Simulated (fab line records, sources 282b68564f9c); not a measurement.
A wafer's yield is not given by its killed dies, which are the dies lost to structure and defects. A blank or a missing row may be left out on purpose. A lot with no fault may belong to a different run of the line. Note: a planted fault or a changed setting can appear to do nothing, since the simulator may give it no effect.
Which tool is to blame? -- flow ritCmos -- 13 lots, 39 wafers sampled, at 2 steps of a route of 202

== WHAT EACH GAUGE READ, for each wafer ==
No reading from a measuring or inspecting step in the record can be judged against a usual standard deviation.

== WHAT TOOL EACH LOT RAN ON (gives the tool, then ch and the chambers of the sampled wafers, and finally the start) ==
lot,RIT_GATE_ETCH_19,RIT_M1_PROBE_99
L721,"rieSi-02 ch 0,2,3, day 2 14:52",-
L722,"rieSi-01 ch 1,2,3, day 3 00:19",-
L723,"rieSi-02 ch 0,1,3, day 3 03:25",-
L725,"rieSi-02 ch 0,1,2, day 3 15:26",-
L726,"rieSi-01 ch 0,1,2, day 3 21:34",-
L727,"rieSi-02 ch 0,1,2, day 4 00:56","prober-01, day 4 20:44"
L728,"rieSi-01 ch 0,2,3, day 4 04:39",-
L730,"rieSi-01 ch 0,1, day 4 13:58",-
L731,"rieSi-02 ch 1,2, day 4 21:06","prober-01, day 5 17:49"
L733,"rieSi-02 ch 1,3, day 5 03:37",-
L738,"rieSi-01 ch 1,2,3, day 6 06:10",-
L741,"rieSi-02 ch 0,3, day 6 19:43",-
L743,"rieSi-02 ch 0,1,3, day 7 07:41",-
- RIT_GATE_ETCH_19: etches poly-Si in SF6/CHF3/O2, stops on SiO2, time 165 s, target depth 312.5 nm.
- RIT_M1_PROBE_99

== WHAT THE TOOLS THEMSELVES READ (means of the sampled wafers that have a number; where no wafer has one, the mark that the record gives instead) ==
RIT_GATE_ETCH_19.
lot,tool,CHF3_flow_sccm (sccm),chamberPressureMTorr (mTorr),drypumpMotorCurrentA (A),oesProductAu (a.u.),throttleValvePct (%)
L721,rieSi-02,29.99,39.99,6.04,0.848,10.11
L722,rieSi-01,30.04,40.02,6.18,0.849,10.31
L723,rieSi-02,29.95,40.01,6.00,0.853,10.26
L725,rieSi-02,29.97,40.02,6.07,0.859,10.27
L726,rieSi-01,30.05,39.99,6.29,0.847,10.32
L727,rieSi-02,29.94,40.00,6.05,0.851,10.27
L728,rieSi-01,29.93,39.97,6.19,0.843,10.34
L730,rieSi-01,30.13,40.00,6.33,0.837,10.25
L731,rieSi-02,29.97,40.05,6.12,0.857,10.19
L733,rieSi-02,30.05,40.01,6.03,0.855,10.35
L738,rieSi-01,29.99,39.97,6.16,0.853,10.31
L741,rieSi-02,30.08,39.99,5.95,0.857,10.11
L743,rieSi-02,29.94,40.02,5.98,0.847,10.26

RIT_M1_PROBE_99.
lot,tool,killedAtContacts,killedAtFrontEnd,killedDies,killedOpen,killedShort
L727,prober-01,0.0,6.0,6.0,4.0,2.0
L731,prober-01,0.0,5.3,5.3,2.7,2.7

== THE ANSWER, worked out from the rows above alone ==
Rule: the usual values come from the lots themselves. Put in order of their means at a reading, lots are off if they are a third of the lots or fewer, leave a main group of 4 or more, and stand apart from it by a gap of 3 or more times the standard deviation of the main group's means; of several such gaps the widest counts. A main group is skipped when, at the precision printed for the reading in the tables above, its means are all equal. A lot without any number at a reading at which 4 lots or more have one is off too. Where the step has rows for the other lots, those lots are counted as sound. The gauges are gone through in route order, then the tools' own readings, and for those a lot's mean is taken as printed above. At the first step where some lot is off, the reading lying furthest off is the one used; lots without a number count as furthest.
Across all readings shown, no lot is off: no conclusion can be drawn from this.

== WHAT WAS PUT IN BY THE SIMULATOR ==
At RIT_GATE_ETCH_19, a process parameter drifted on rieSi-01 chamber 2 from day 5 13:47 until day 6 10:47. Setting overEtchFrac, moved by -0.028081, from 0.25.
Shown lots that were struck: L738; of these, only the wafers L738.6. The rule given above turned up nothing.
